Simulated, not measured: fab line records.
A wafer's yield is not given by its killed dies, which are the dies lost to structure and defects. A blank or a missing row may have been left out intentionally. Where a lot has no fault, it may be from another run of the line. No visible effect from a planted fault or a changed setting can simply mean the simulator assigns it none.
Which tool was responsible? -- flow berkeley_cmos170 -- Sampling: 14 lots, 42 wafers, 4 of 331 route steps

## WHAT THE GAUGES READ, wafer by wafer
UCB170_NWELL_THK_MEAS_05.
lot,measured,on,NWELL_NITRIDE_THK (nm)
L299,day 2 09:13,film_metro-03,228.4 226.2 225.5
L301,day 2 20:00,film_metro-02,222.8 222.7 223.7
L302,day 3 03:32,film_metro-02,222.6 219.3 222.5
L303,day 3 10:34,film_metro-02,224.1 223.2 223.5
L304,day 3 10:34,film_metro-03,222.7 224.0 223.3
L305,day 3 14:35,film_metro-03,223.5 222.4 223.4
L309,day 4 09:19,film_metro-03,224.9 226.9 223.6
L311,day 4 19:25,film_metro-01,224.5 224.5 224.8
L312,day 4 23:08,film_metro-03,226.3 223.9 226.1
L316,day 5 18:41,film_metro-02,222.9 222.1 220.5
L317,day 6 04:34,film_metro-02,226.2 224.1 225.8
L319,day 6 17:19,film_metro-01,221.8 223.6 223.7
L320,day 7 01:52,film_metro-01,218.3 221.2 221.6
L321,day 7 01:52,film_metro-03,222.2 223.6 222.3

UCB170_M1_CD_MEAS_90: the cd target is 700 nm.
lot,measured,on,cd_nm (nm)
L299,day 7 22:24,cd_sem-02,702.5 701.6 700.2
L301,day 8 00:41,cd_sem-01,696.0 693.9 697.7
L302,day 8 22:34,cd_sem-02,699.4 697.4 695.3
L303,day 8 23:05,cd_sem-02,701.4 702.0 701.3
L304,day 9 00:17,cd_sem-02,697.0 698.9 699.6
L305,day 8 23:24,cd_sem-02,697.8 697.7 701.9
L309,day 9 22:40,cd_sem-02,688.7 688.3 689.7
L311,day 10 14:35,cd_sem-02,688.6 686.5 688.1
L312,day 10 15:04,cd_sem-02,700.9 701.7 700.6
L316,day 11 14:14,cd_sem-01,699.2 700.2 698.5
L317,day 12 13:20,cd_sem-02,698.5 702.4 699.1
L319,day 12 08:19,cd_sem-02,701.0 698.8 697.0
L320,day 13 15:50,cd_sem-01,702.0 701.8 700.2
L321,day 13 11:40,cd_sem-01,703.0 703.1 702.1

## WHAT TOOL EACH LOT RAN ON (gives the tool, then ch and the chambers of the sampled wafers, and finally the start)
lot,UCB170_M1_METAL_ETCH_12,UCB170_M1_STRIP_13
L299,"rie_metal-03 ch 0,1, day 7 22:10","plasma_asher-03 ch 0,1, day 7 22:18"
L301,"rie_metal-03 ch 0,1, day 8 00:26","plasma_asher-04 ch 0,1, day 8 00:34"
L302,"rie_metal-02 ch 0,1, day 8 22:19","plasma_asher-04 ch 0,1, day 8 22:26"
L303,"rie_metal-03 ch 0,1, day 8 22:50","plasma_asher-02 ch 0,1, day 8 22:58"
L304,"rie_metal-02 ch 0,1, day 9 00:03","plasma_asher-03 ch 0,1, day 9 00:11"
L305,"rie_metal-04 ch 0,1, day 8 23:10","plasma_asher-04 ch 0,1, day 8 23:18"
L309,"rie_metal-02 ch 0,1, day 9 22:26","plasma_asher-04 ch 0,1, day 9 22:33"
L311,"rie_metal-02 ch 0,1, day 10 14:20","plasma_asher-02 ch 0,1, day 10 14:28"
L312,"rie_metal-03 ch 0,1, day 10 14:49","plasma_asher-03 ch 0,1, day 10 14:57"
L316,"rie_metal-04 ch 1, day 11 14:01","plasma_asher-04 ch 0,1, day 11 14:08"
L317,"rie_metal-03 ch 0,1, day 12 13:05","plasma_asher-03 ch 0,1, day 12 13:13"
L319,"rie_metal-03 ch 0,1, day 12 08:05","plasma_asher-02 ch 0,1, day 12 08:13"
L320,"rie_metal-02 ch 0, day 13 15:29","plasma_asher-02 ch 0,1, day 13 15:43"
L321,"rie_metal-02 ch 0, day 13 11:19","plasma_asher-03 ch 1, day 13 11:33"
- UCB170_M1_METAL_ETCH_12: etches Al in Cl2/BCl3, stops on PSG, target depth 780 nm, time 130 s.
- UCB170_M1_STRIP_13: strips in O2.

## AS READ BY THE TOOLS THEMSELVES (means over the sampled wafers that have a number; for cases with no such wafer, the mark the record gives instead)
UCB170_M1_METAL_ETCH_12.
lot,tool,drypump_motor_current_A (A),he_backside_leak_sccm (sccm),oes_product_au (a.u.),rf_fwd_power_W (W),throttle_valve_pct (%)
L299,rie_metal-03,5.5,3.2,0.870,597.7,24.05
L301,rie_metal-03,5.4,3.3,0.866,599.1,24.16
L302,rie_metal-02,5.8,3.3,0.838,598.9,24.37
L303,rie_metal-03,5.4,3.3,0.866,596.9,24.17
L304,rie_metal-02,5.7,3.3,0.832,598.5,24.45
L305,rie_metal-04,6.0,3.3,0.850,594.9,24.43
L309,rie_metal-02,5.8,3.2,0.843,837.6,24.37
L311,rie_metal-02,5.8,3.2,0.844,836.8,24.37
L312,rie_metal-03,5.4,3.3,0.861,598.3,24.11
L316,rie_metal-04,5.8,3.2,0.863,595.7,24.48
L317,rie_metal-03,5.4,3.0,0.865,595.5,24.03
L319,rie_metal-03,5.4,3.3,0.860,598.8,24.05
L320,rie_metal-02,5.9,3.1,0.856,596.5,24.29
L321,rie_metal-02,5.9,3.2,0.851,597.7,24.29

UCB170_M1_STRIP_13.
lot,tool,drypump_motor_current_A (A),o2_flow_sccm (sccm),oes_product_au (a.u.)
L299,plasma_asher-03,5.96,400.1,0.722
L301,plasma_asher-04,5.94,399.1,0.722
L302,plasma_asher-04,6.15,400.7,0.722
L303,plasma_asher-02,6.23,399.0,0.718
L304,plasma_asher-03,5.96,400.9,0.719
L305,plasma_asher-04,6.14,399.5,0.719
L309,plasma_asher-04,5.93,400.2,0.617
L311,plasma_asher-02,6.22,400.4,0.618
L312,plasma_asher-03,5.96,401.1,0.716
L316,plasma_asher-04,5.95,399.9,0.724
L317,plasma_asher-03,5.97,399.4,0.717
L319,plasma_asher-02,6.24,399.3,0.724
L320,plasma_asher-02,6.21,400.1,0.725
L321,plasma_asher-03,5.97,399.3,0.719

## THE ANSWER, worked out from the rows above alone
Rule: usual is defined by the lots themselves. Put in order of their means at a reading, lots are off if they are a third of the lots or fewer, leave a main group of 4 or more, and stand apart from it by a gap of 3 or more times the standard deviation of the main group's means; of several such gaps the widest counts. A main group is skipped when, at the precision printed for the reading in the tables above, its means are all equal. Also off: a lot with no number at a reading for which 4 or more lots have one. Where the step has rows for the other lots, those lots are counted as sound. First the gauges in route order, then the tools' own readings, where a lot's mean is used as printed above. The first step at which some lot is off is used, and at that step the reading that is off furthest; a lot without a number counts as furthest.
Off at UCB170_M1_CD_MEAS_90 (cd_nm): L309, L311. Main group: mean 699.8 nm, sd 1.9.
A tool fits if, at a process step before that reading, it ran every lot that is off, and no sound lot after the first of them. The gauges at UCB170_M1_CD_MEAS_90 aren't tried: what is off there is off at UCB170_M1_METAL_ETCH_12 too, on other tools, and a gauge's error can't cause that. None of those tried fits.

## WHAT HAD BEEN PUT IN BY THE SIMULATOR
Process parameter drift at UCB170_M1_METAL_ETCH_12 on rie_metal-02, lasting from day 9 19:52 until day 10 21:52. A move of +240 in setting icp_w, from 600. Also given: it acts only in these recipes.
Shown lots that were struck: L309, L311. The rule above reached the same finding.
